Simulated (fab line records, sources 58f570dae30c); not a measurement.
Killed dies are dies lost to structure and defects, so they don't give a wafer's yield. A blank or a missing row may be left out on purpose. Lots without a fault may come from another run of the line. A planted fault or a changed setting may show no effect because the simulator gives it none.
Which tool did it? | flow berkeley_cmos170 | 7 lots, 21 wafers sampled, at 1 step of a route of 331

WHAT THE GAUGES READ, wafer by wafer
UCB170_PWELL_THK_MEAS_06.
lot  | measured    | on            | PWELL_NITRIDE_THK (nm)
L670 | day 3 18:25 | film_metro-04 | 221.1 222.2 222.6
L676 | day 4 23:43 | film_metro-03 | 223.4 222.1 221.8
L679 | day 5 17:44 | film_metro-04 | 219.3 218.7 219.7
L682 | day 6 01:25 | film_metro-03 | 219.7 219.9 220.8
L686 | day 6 22:08 | film_metro-02 | 219.4 217.8 220.4
L689 | day 7 09:50 | film_metro-02 | 216.7 216.1 216.8
L691 | day 7 16:01 | film_metro-04 | 220.9 220.7 220.8

WHICH TOOL RAN EACH LOT (tool, then ch and the chambers of the sampled wafers, then the start)
The record holds no process step before these readings.

THE ANSWER, worked out from the rows above alone
Rule: what is usual is taken from the lots themselves. Put in order of their means at a reading, lots are off if they are a third of the lots or fewer, leave a main group of 4 or more, and stand apart from it by a gap of 3 or more times the standard deviation of the main group's means; of several such gaps the widest counts. A main group whose means are all the same, to the digits that the tables above print for the reading, isn't used. A lot without any number at a reading at which 4 lots or more have one is off too. The other lots that the step has rows for count as sound.
No lot is off at any reading shown: from this, nothing can be told.

WHAT THE SIMULATOR HAD PUT IN
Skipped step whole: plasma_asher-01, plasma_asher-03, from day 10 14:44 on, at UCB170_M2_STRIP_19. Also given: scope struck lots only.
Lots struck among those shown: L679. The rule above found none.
